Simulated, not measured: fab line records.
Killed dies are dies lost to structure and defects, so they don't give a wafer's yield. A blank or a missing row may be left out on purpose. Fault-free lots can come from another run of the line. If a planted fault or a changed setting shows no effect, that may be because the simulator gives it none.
fab line records	flow berkeley-cmos170
record lots=5	wafers=23
route steps=331 shown M2@272 V2@299 M3@310
start-h: hours from the record's opening day to when the first of the lot's shown wafers began	wait-h: hours from the lot's prior step to this one	" as in the row above	L1.1+2: one row covering several wafers at once	- no value, or no start given	* or withheld: withheld	< > ~ a bound
route shown NAME@n: a module of which the file shows steps, and the number in the route of the first	usual: the fault-free wafers' mean and standard deviation	same: alike in all rows	chamber/n: place in a boat	sites: each site's reading	_std_site: standard deviation across them	_edge_site: the outer-site mean with the inner-site mean subtracted	radius-mm: for every site, how far away it sits from the centre of the wafer	mask NAME#n: copy n	behind: the last tool/chamber to shape the wafer	hold: what put the lot on hold/how long, in hours/how the hold closed	device: whichever transistor did not switch (one of n, p or np)	end of line: tests of these same wafers at the route's end	a step with no rows: only its recipe	killed: count of dies lost to structure and defects at first sort (not the wafer's yield)	map: the dies of a wafer, with x for killed, . for not killed, _ for no die there
set.NAME: the setting that was run; set.NAME@STEP: the one run at that earlier step	model.NAME: the simulator's own value behind a step, which no gauge read
lots with deliberately changed settings; one table per step, one row per wafer
## steps
# step UCB170_M2_SPUTTER_01
# recipe material=Al	target-thk-nm=900	time-s=120	power-w=6000	chamber-pressure-pa=0.5
lot.wafer	tool	chamber	start-h	wait-h	set.time-s	model.Al_of_M2_SPUTTER_01.thk-nm
L076.1	pvd-sputter-03	-	165.32	0.0	120	907.6
L076.4	"	-	"	"	120	909.5
L076.6	"	-	"	"	120	912.2
L075.1	pvd-sputter-02	-	165.62	0.0	125	937.6
L075.2	"	-	"	"	120	897.3
L075.3	"	-	"	"	125	939.5
L075.4	"	-	"	"	120	906.3
L075.5	"	-	"	"	125	933.8
L077.1	pvd-sputter-02	-	170.62	0.0	115.5	876.1
L077.2	"	-	"	"	120	904.1
L077.3	"	-	"	"	115.5	873.5
L077.5	"	-	"	"	115.5	873.6
L077.6	"	-	"	"	120	899.7
L081.1	pvd-sputter-02	-	191.90	0.0	120	912.8
L081.2	"	-	"	"	125.8	955.8
L081.3	"	-	"	"	120	901.2
L081.4	"	-	"	"	120	908.9
L081.5	"	-	"	"	125.8	962.1
L083.1	pvd-sputter-01	-	205.75	0.0	120	901.7
L083.2	"	-	"	"	120	914
L083.4	"	-	"	"	120	911.4
L083.5	"	-	"	"	120	901.8
L083.6	"	-	"	"	120	901.2
# step UCB170_M2_RS_MEAS_02
# recipe thk-meas-gauge=four-point-probe	reads=Al_of_M2_SPUTTER_01
# usual M2_AL_RS=0.0319/0.0003
lot.wafer	tool	chamber	start-h	wait-h	set.time-s@M2_SPUTTER_01	M2_AL_RS[ohm/sq]
L076.1	film-metro-01	-	165.40	0.0	120	0.0318
L076.4	"	-	"	"	120	0.0318
L076.6	"	-	"	"	120	0.0318
L075.1	film-metro-01	-	165.70	0.0	125	0.0308
L075.2	"	-	"	"	120	0.0323
L075.3	"	-	"	"	125	0.0308
L075.4	"	-	"	"	120	0.0319
L075.5	"	-	"	"	125	0.0309
L077.1	film-metro-04	-	170.70	0.0	115.5	0.0330
L077.2	"	-	"	"	120	0.0320
L077.3	"	-	"	"	115.5	0.0331
L077.5	"	-	"	"	115.5	0.0332
L077.6	"	-	"	"	120	0.0322
L081.1	film-metro-03	-	191.98	0.0	120	0.0317
L081.2	"	-	"	"	125.8	0.0302
L081.3	"	-	"	"	120	0.0321
L081.4	"	-	"	"	120	0.0318
L081.5	"	-	"	"	125.8	0.0300
L083.1	film-metro-01	-	205.84	0.0	120	0.0321
L083.2	"	-	"	"	120	0.0316
L083.4	"	-	"	"	120	0.0318
L083.5	"	-	"	"	120	0.0321
L083.6	"	-	"	"	120	0.0321
# step UCB170_M2_THK_MEAS_03
# recipe thk-meas-gauge=xrf	reads=Al_of_M2_SPUTTER_01
# usual M2_AL_THK=898/8.9
lot.wafer	tool	chamber	start-h	wait-h	set.time-s@M2_SPUTTER_01	M2_AL_THK[nm]
L076.1	film-metro-01	-	165.52	0.1	120	901
L076.4	"	-	"	"	120	905
L076.6	"	-	"	"	120	907
L075.1	film-metro-01	-	165.82	0.1	125	937
L075.2	"	-	"	"	120	892
L075.3	"	-	"	"	125	938
L075.4	"	-	"	"	120	897
L075.5	"	-	"	"	125	927
L077.1	film-metro-04	-	170.82	0.1	115.5	869
L077.2	"	-	"	"	120	890
L077.3	"	-	"	"	115.5	868
L077.5	"	-	"	"	115.5	854
L077.6	"	-	"	"	120	887
L081.1	film-metro-03	-	192.10	0.1	120	907
L081.2	"	-	"	"	125.8	947
L081.3	"	-	"	"	120	892
L081.4	"	-	"	"	120	900
L081.5	"	-	"	"	125.8	952
L083.1	film-metro-01	-	205.96	0.1	120	899
L083.2	"	-	"	"	120	907
L083.4	"	-	"	"	120	905
L083.5	"	-	"	"	120	891
L083.6	"	-	"	"	120	897
# step UCB170_M2_PEB_13
# recipe peb-temp-c=130	peb-time-s=withheld	resist=KrF
lot.wafer	tool	chamber	start-h	wait-h	set.peb-temp-c
L076.1+4+6	litho-track-04	0	167.00	0.1	130
L075.1+2+3+4+5	litho-track-01	0	167.52	0.1	130
L077.1+2+3+5+6	litho-track-04	0	172.52	0.1	130
L081.1+2	litho-track-01	0	194.41	0.5	130
L081.3+4+5	"	0	"	"	126.4
L083.1+5	litho-track-03	0	208.01	0.1	133.3
L083.2+4+6	"	0	"	"	130
# step UCB170_M2_DEVELOP_14
# recipe developer=TMAH	develop-time-s=45	resist=KrF	dev-temp-c=21
# step UCB170_M2_CD_MEAS_15
# recipe target-cd-nm=700
# usual cd-nm=699.6/1.4
lot.wafer	tool	chamber	start-h	wait-h	set.peb-temp-c@M2_PEB_13	cd-nm
L076.1	cd-sem-01	-	167.28	-	130	698.9
L076.4	"	-	"	"	130	696.0
L076.6	"	-	"	"	130	697.6
L075.1	cd-sem-01	-	167.79	-	130	700.9
L075.2	"	-	"	"	130	701.3
L075.3	"	-	"	"	130	701.3
L075.4	"	-	"	"	130	700.0
L075.5	"	-	"	"	130	702.9
L077.1	cd-sem-02	-	172.80	-	130	701.6
L077.2	"	-	"	"	130	700.9
L077.3	"	-	"	"	130	701.7
L077.5	"	-	"	"	130	700.8
L077.6	"	-	"	"	130	700.5
L081.1	cd-sem-02	-	194.68	-	130	700.9
L081.2	"	-	"	"	130	700.3
L081.3	"	-	"	"	126.4	726.8
L081.4	"	-	"	"	126.4	728.1
L081.5	"	-	"	"	126.4	727.8
L083.1	cd-sem-01	-	208.29	-	133.3	679.7
L083.2	"	-	"	"	130	699.3
L083.4	"	-	"	"	130	699.3
L083.5	"	-	"	"	133.3	681.4
L083.6	"	-	"	"	130	697.6
# step UCB170_M2_ETCH_17
# recipe chemistry=N2/H2	target-depth-a=withheld	overetch-a=withheld	target=BARC	time-s=withheld	source-w=500	bias-w=100	pressure-mtorr=30	n2-flow-sccm=100	h2-flow-sccm=200
lot.wafer	tool	chamber	start-h	wait-h	set.peb-temp-c@M2_PEB_13	model.M2.cd-nm
L076.1	rie-diel-02	1	167.43	0.0	130	698.4
L076.4	"	0	"	"	130	696.3
L076.6	"	3	"	"	130	697.5
L075.1	rie-diel-01	2	167.95	0.0	130	700.6
L075.2	"	3	"	"	130	699.9
L075.3	"	0	"	"	130	701.6
L075.4	"	1	"	"	130	700.3
L075.5	"	3	"	"	130	702.3
L077.1	rie-diel-04	3	172.95	0.0	130	702.1
L077.2	"	1	"	"	130	700.9
L077.3	"	0	"	"	130	701.4
L077.5	"	2	"	"	130	700.8
L077.6	"	1	"	"	130	699.9
L081.1+2	rie-diel-02	1,0	194.84	0.0	130	700.7
L081.3	"	3	"	"	126.4	726.7
L081.4	"	2	"	"	126.4	727.4
L081.5	"	2	"	"	126.4	727.2
L083.1	rie-diel-01	0	208.44	0.0	133.3	679.3
L083.2	"	1	"	"	130	700.1
L083.4	"	3	"	"	130	698.9
L083.5	"	3	"	"	133.3	681.9
L083.6	"	2	"	"	130	698.2
# step UCB170_M2_METAL_ETCH_18
# recipe chemistry=Cl2/BCl3	target=Al	stop-on=SiO2	pressure-mtorr=12	target-depth-a=11700	over-etch-frac=0.3	time-s=203.4	icp-w=600	bias-w=120	Cl2_flow_sccm=90	bcl3-flow-sccm=45
lot.wafer	tool	chamber	start-h	wait-h	set.time-s@M2_SPUTTER_01	model.etch.depth-nm	model.M2.feature-depth-nm
L076.1	rie-metal-04	1	167.47	-	120	907.6	964.3
L076.4	"	1	"	"	120	909.5	965.9
L076.6	"	0	"	"	120	912.2	972.1
L075.1	rie-metal-03	1	167.99	-	125	937.6	997
L075.2	"	0	"	"	120	897.3	955.7
L075.3	"	1	"	"	125	939.5	998.9
L075.4	"	0	"	"	120	906.3	964.7
L075.5	"	1	"	"	125	933.8	993.2
L077.1	rie-metal-03	1	172.99	-	115.5	876.1	936.3
L077.2	"	0	"	"	120	904.1	962.6
L077.3	"	0	"	"	115.5	873.5	931.9
L077.5	"	1	"	"	115.5	-	933.7
L077.6	"	0	"	"	120	-	958.1
L081.1	rie-metal-04	0	194.88	-	120	912.8	972.7
L081.2	"	1	"	"	125.8	955.8	1013
L081.3	"	0	"	"	120	-	961.1
L081.4	"	1	"	"	120	908.9	966
L081.5	"	0	"	"	125.8	-	1022
L083.1	rie-metal-03	0	208.49	-	120	-	960.1
L083.2	"	1	"	"	120	-	973.3
L083.4	"	0	"	"	120	-	969.9
L083.5	"	0	"	"	120	901.8	960.3
L083.6	"	1	"	"	120	-	960.6
# step UCB170_M2_STRIP_19
# recipe chemistry=O2	power-w=400	pressure-mtorr=3500	platen-temp-c=withheld	o2-flow-sccm=400	overash-fraction=0.5
# step UCB170_M2_CD_MEAS_90
# recipe target-cd-nm=700
# usual cd-nm=698/3
lot.wafer	tool	chamber	start-h	wait-h	set.peb-temp-c@M2_PEB_13	cd-nm
L076.1	cd-sem-02	-	167.76	0.1	130	696
L076.4	"	-	"	"	130	696
L076.6	"	-	"	"	130	699
L075.1	cd-sem-01	-	168.28	0.1	130	699
L075.2	"	-	"	"	130	699
L075.3	"	-	"	"	130	702
L075.4	"	-	"	"	130	695
L075.5	"	-	"	"	130	701
L077.1	cd-sem-01	-	173.28	0.1	130	702
L077.2	"	-	"	"	130	698
L077.3	"	-	"	"	130	698
L077.5	"	-	"	"	130	702
L077.6	"	-	"	"	130	696
L081.1	cd-sem-01	-	195.17	0.1	130	699
L081.2	"	-	"	"	130	696
L081.3	"	-	"	"	126.4	724
L081.4	"	-	"	"	126.4	723
L081.5	"	-	"	"	126.4	724
L083.1	cd-sem-01	-	208.77	0.1	133.3	678
L083.2	"	-	"	"	130	699
L083.4	"	-	"	"	130	698
L083.5	"	-	"	"	133.3	682
L083.6	"	-	"	"	130	700
# step UCB170_V2_COAT_07
# recipe resist=KrF	spin-rpm=1500	resist-thk-nm=900
lot.wafer	tool	chamber	start-h	wait-h	set.resist-thk-nm	model.KrF_of_V2_COAT_07.thk-nm
L076.1	litho-track-01	0	169.29	0.1	900	901
L076.4	"	0	"	"	900	898
L076.6	"	0	"	"	900	898.5
L075.1	litho-track-01	0	169.74	0.1	900	901.9
L075.2	"	0	"	"	900	900.3
L075.3	"	0	"	"	900	900
L075.4	"	0	"	"	900	901.3
L075.5	"	0	"	"	900	899
L077.1	litho-track-03	0	174.50	0.1	861.4	859.9
L077.2	"	0	"	"	900	899.8
L077.3	"	0	"	"	861.4	862.9
L077.5+6	"	0	"	"	900	899.1
L081.1	litho-track-03	0	198.06	0.1	920.6	922.8
L081.2	"	0	"	"	900	900.5
L081.3	"	0	"	"	900	903.2
L081.4	"	0	"	"	900	901.4
L081.5	"	0	"	"	920.6	920.8
L083.1	litho-track-03	0	210.09	0.1	940.7	943.3
L083.2+6	"	0	"	"	900	900.7
L083.4	"	0	"	"	940.7	941.8
L083.5	"	0	"	"	900	901.2
# step UCB170_V2_SOFTBAKE_08
# recipe resist=KrF	temp-c=130	time-s=60
# step UCB170_V2_EXPOSE_09
# recipe mask-id=VIA2	target-cd-nm=700	na=0.5	sigma-outer=0.6	source-shape=conventional	dose-mj=37
# step UCB170_V2_ETCH_14
# recipe chemistry=CHF3/CF4/Ar	target=SiO2	stop-on=Al	CHF3_flow_sccm=45	cf4-flow-sccm=15	Ar_flow_sccm=150	pressure-mtorr=200	rf-w=687.8	target-depth-a=12500	over-etch-frac=0.25	time-s=291
lot.wafer	tool	chamber	start-h	wait-h	set.resist-thk-nm@V2_COAT_07	model.KrF_of_V2_COAT_07.thk-nm
L076.1	rie-diel-04	2	170.35	0.0	900	612.6
L076.4	"	1	"	"	900	617.7
L076.6	"	2	"	"	900	611.6
L075.1	rie-diel-04	3	170.62	0.0	900	623.1
L075.2	"	2	"	"	900	612.2
L075.3	"	0	"	"	900	611.2
L075.4	"	1	"	"	900	617.9
L075.5	"	3	"	"	900	618.2
L077.1	rie-diel-04	3	176.04	0.0	861.4	584.3
L077.2	"	2	"	"	900	619.3
L077.3	"	0	"	"	861.4	580.5
L077.5	"	3	"	"	900	625
L077.6	"	0	"	"	900	616
L081.1	rie-diel-01	3	198.91	0.0	920.6	635.8
L081.2	"	2	"	"	900	616.7
L081.3	"	1	"	"	900	618.4
L081.4	"	0	"	"	900	619.4
L081.5	"	0	"	"	920.6	638.1
L083.1	rie-diel-03	0	211.10	0.0	940.7	656.3
L083.2	"	2	"	"	900	612.6
L083.4	"	1	"	"	940.7	655.1
L083.5	"	1	"	"	900	617.3
L083.6	"	2	"	"	900	613.2
# step UCB170_V2_STRIP_15
# recipe chemistry=O2	power-w=400	pressure-mtorr=3500	platen-temp-c=withheld	o2-flow-sccm=400	overash-fraction=0.5
# usual strip-time-to-endpoint-s=15.47/0.1
lot.wafer	tool	chamber	start-h	wait-h	set.resist-thk-nm@V2_COAT_07	strip-time-to-endpoint-s
L076.1	plasma-asher-02	1	170.53	0.1	900	15.38
L076.4	"	0	"	"	900	15.49
L076.6	"	0	"	"	900	15.36
L075.1	plasma-asher-03	0	170.80	0.1	900	15.60
L075.2	"	1	"	"	900	15.36
L075.3	"	0	"	"	900	15.34
L075.4	"	1	"	"	900	15.49
L075.5	"	1	"	"	900	15.51
L077.1	plasma-asher-02	1	176.22	0.1	861.4	14.71
L077.2	"	0	"	"	900	15.53
L077.3	"	0	"	"	861.4	14.61
L077.5	"	0	"	"	900	15.66
L077.6	"	1	"	"	900	15.45
L081.1	plasma-asher-01	1	199.09	0.1	920.6	15.86
L081.2	"	0	"	"	900	15.48
L081.3	"	1	"	"	900	15.50
L081.4	"	0	"	"	900	15.54
L081.5	"	1	"	"	920.6	15.91
L083.1	plasma-asher-03	0	211.28	0.1	940.7	16.33
L083.2	"	1	"	"	900	15.38
L083.4	"	1	"	"	940.7	16.30
L083.5	"	1	"	"	900	15.49
L083.6	"	0	"	"	900	15.38
# step UCB170_M3_SPUTTER_01
# recipe material=Al	target-thk-nm=900	time-s=120	power-w=6000	chamber-pressure-pa=0.5
lot.wafer	tool	chamber	start-h	wait-h	set.time-s	model.Al_of_M3_SPUTTER_01.thk-nm
L076.1	pvd-sputter-01	-	170.81	0.0	120	881.5
L076.4	"	-	"	"	120	888.2
L076.6	"	-	"	"	120	881
L075.1	pvd-sputter-04	-	171.09	0.0	120	888
L075.2	"	-	"	"	120	882.4
L075.3	"	-	"	"	120	898.5
L075.4	"	-	"	"	120	904.6
L075.5	"	-	"	"	120	892
L077.1	pvd-sputter-02	-	176.50	0.0	120	888.9
L077.2	"	-	"	"	120	891.8
L077.3	"	-	"	"	120	896.5
L077.5	"	-	"	"	111	825.5
L077.6	"	-	"	"	111	825.3
L081.1	pvd-sputter-01	-	199.38	0.0	120	901.9
L081.2	"	-	"	"	120	916.3
L081.3	"	-	"	"	120	904.5
L081.4	"	-	"	"	120	914.4
L081.5	"	-	"	"	120	913.6
L083.1	pvd-sputter-01	-	211.56	0.0	129.6	980
L083.2	"	-	"	"	129.6	966.6
L083.4	"	-	"	"	129.6	977.7
L083.5	"	-	"	"	120	891.1
L083.6	"	-	"	"	120	888.2
# step UCB170_M3_RS_MEAS_02
# recipe thk-meas-gauge=four-point-probe	reads=Al_of_M3_SPUTTER_01
# usual M3_AL_RS=0.0323/0.0003
lot.wafer	tool	chamber	start-h	wait-h	set.time-s@M3_SPUTTER_01	M3_AL_RS[ohm/sq]
L076.1	film-metro-04	-	170.90	0.0	120	0.0328
L076.4	"	-	"	"	120	0.0326
L076.6	"	-	"	"	120	0.0328
L075.1	film-metro-01	-	171.17	0.0	120	0.0326
L075.2	"	-	"	"	120	0.0329
L075.3	"	-	"	"	120	0.0322
L075.4	"	-	"	"	120	0.0320
L075.5	"	-	"	"	120	0.0324
L077.1	film-metro-04	-	176.59	0.0	120	0.0326
L077.2	"	-	"	"	120	0.0325
L077.3	"	-	"	"	120	0.0322
L077.5	"	-	"	"	111	0.0351
L077.6	"	-	"	"	111	0.0351
L081.1	film-metro-01	-	199.46	0.0	120	0.0321
L081.2	"	-	"	"	120	0.0316
L081.3	"	-	"	"	120	0.0320
L081.4	"	-	"	"	120	0.0317
L081.5	"	-	"	"	120	0.0317
L083.1	film-metro-04	-	211.65	0.0	129.6	0.0294
L083.2	"	-	"	"	129.6	0.0299
L083.4	"	-	"	"	129.6	0.0295
L083.5	"	-	"	"	120	0.0325
L083.6	"	-	"	"	120	0.0326
# step UCB170_M3_THK_MEAS_03
# recipe thk-meas-gauge=xrf	reads=Al_of_M3_SPUTTER_01
# usual M3_AL_THK=887/9.2
lot.wafer	tool	chamber	start-h	wait-h	set.time-s@M3_SPUTTER_01	M3_AL_THK[nm]
L076.1	film-metro-04	-	171.02	0.1	120	870
L076.4	"	-	"	"	120	873
L076.6	"	-	"	"	120	875
L075.1	film-metro-01	-	171.29	0.1	120	883
L075.2	"	-	"	"	120	874
L075.3	"	-	"	"	120	887
L075.4	"	-	"	"	120	896
L075.5	"	-	"	"	120	880
L077.1	film-metro-04	-	176.71	0.1	120	885
L077.2	"	-	"	"	120	881
L077.3	"	-	"	"	120	883
L077.5	"	-	"	"	111	817
L077.6	"	-	"	"	111	817
L081.1	film-metro-01	-	199.58	0.1	120	896
L081.2	"	-	"	"	120	911
L081.3	"	-	"	"	120	898
L081.4	"	-	"	"	120	908
L081.5	"	-	"	"	120	907
L083.1	film-metro-04	-	211.77	0.1	129.6	967
L083.2	"	-	"	"	129.6	949
L083.4	"	-	"	"	129.6	960
L083.5	"	-	"	"	120	879
L083.6	"	-	"	"	120	874
## key
split step=UCB170_M2_SPUTTER_01	setting=time-s	stated=120	by=wafer
response step=UCB170_M2_SPUTTER_01	reading=model.Al_of_M2_SPUTTER_01.thk-nm	change=+9.08	per=1%	r=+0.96
response step=UCB170_M2_RS_MEAS_02	reading=M2_AL_RS	change=-0.000315	per=1%	r=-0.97
response step=UCB170_M2_THK_MEAS_03	reading=M2_AL_THK	change=+9.15	per=1%	r=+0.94
response step=UCB170_M2_METAL_ETCH_18	reading=model.etch.depth-nm	change=+8.61	per=1%	r=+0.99
response step=UCB170_M2_METAL_ETCH_18	reading=model.M2.feature-depth-nm	change=+9.05	per=1%	r=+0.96
split step=UCB170_M2_PEB_13	setting=peb-temp-c	stated=130	by=wafer
response step=UCB170_M2_CD_MEAS_15	reading=cd-nm	change=-8.55	per=1%	r=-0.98
response step=UCB170_M2_ETCH_17	reading=model.M2.cd-nm	change=-8.51	per=1%	r=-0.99
response step=UCB170_M2_CD_MEAS_90	reading=cd-nm	change=-8.45	per=1%	r=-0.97
split step=UCB170_V2_COAT_07	setting=resist-thk-nm	stated=900	by=wafer
response step=UCB170_V2_COAT_07	reading=model.KrF_of_V2_COAT_07.thk-nm	change=+9.01	per=1%	r=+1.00
response step=UCB170_V2_ETCH_14	reading=model.KrF_of_V2_COAT_07.thk-nm	change=+8.89	per=1%	r=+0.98
response step=UCB170_V2_STRIP_15	reading=strip-time-to-endpoint-s	change=*	per=1%	r=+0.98
split step=UCB170_M3_SPUTTER_01	setting=time-s	stated=120	by=wafer
response step=UCB170_M3_SPUTTER_01	reading=model.Al_of_M3_SPUTTER_01.thk-nm	change=+9.84	per=1%	r=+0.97
response step=UCB170_M3_RS_MEAS_02	reading=M3_AL_RS	change=-0.000357	per=1%	r=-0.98
response step=UCB170_M3_THK_MEAS_03	reading=M3_AL_THK	change=+9.62	per=1%	r=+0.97
